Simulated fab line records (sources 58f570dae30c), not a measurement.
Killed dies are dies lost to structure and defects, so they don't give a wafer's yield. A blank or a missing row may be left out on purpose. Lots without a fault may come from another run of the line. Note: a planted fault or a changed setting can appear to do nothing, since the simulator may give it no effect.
Chamber matching + flow berkeleyCmos170 + UCB170_V1_CVD_00 on pecvd-01: 3 sister chambers
The step deposits SiO2 from TEOS/O2, target thk 2000 nm, time 250 s. 6 wafers are shown with their chamber, then 8 later ones without.

## EACH WAFER AND ITS CHAMBER
| wafer  | chamber | heaterPowerW (W) | rfFwdPowerW (W) |
|--------|---------|------------------|-----------------|
| L418.1 | 1       | 215              | 549.7           |
| L423.3 | 2       | 324              | 549.4           |
| L423.6 | 1       | 188              | 548.8           |
| L421.1 | 2       | 286              | 549.2           |
| L421.5 | 0       | 235              | 548.0           |
| L430.2 | 0       | 332              | 549.9           |

## WAFERS WHOSE CHAMBER IS MISSING
| wafer  | heaterPowerW (W) | rfFwdPowerW (W) |
|--------|------------------|-----------------|
| L430.3 | 330              | 549.0           |
| L430.6 | 188              | 544.5           |
| L432.1 | 352              | 548.1           |
| L432.4 | 313              | 549.1           |
| L432.5 | 266              | 548.7           |
| L431.1 | 256              | 547.4           |
| L431.2 | 350              | 546.3           |
| L431.6 | 186              | 549.2           |

## THE CHAMBER EACH PASSED THROUGH
| wafer  | from the rows above          | in truth |
|--------|------------------------------|----------|
| L430.3 | can't be placed: 2 or 0      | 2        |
| L430.6 | can't be placed: 1 or 0 or 2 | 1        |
| L432.1 | can't be placed: 2 or 0 or 1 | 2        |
| L432.4 | can't be placed: 2 or 0      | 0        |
| L432.5 | can't be placed: 0 or 2 or 1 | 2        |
| L431.1 | can't be placed: 0 or 2 or 1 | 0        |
| L431.2 | can't be placed: 0 or 2 or 1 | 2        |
| L431.6 | can't be placed: 1 or 0      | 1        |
0 of 8 placed correctly. Cannot be placed on the basis of these rows: 8; the candidates contain the true chamber in 8. 0 placed wrongly.
How it was worked out, from the rows above alone: a wafer's distance from a chamber is the root of the sum, over the readings, of the square of ((its reading less the chamber's mean) divided by the reading's scatter). The wafer belongs to the nearest chamber; if the next one is less than 2 further off, it can't be placed. Each chamber's mean is taken over the wafers shown for it. The scatter: the root of (the sum of the squares of (reading less its chamber's mean) over the shown wafers, divided by (wafers less chambers)).
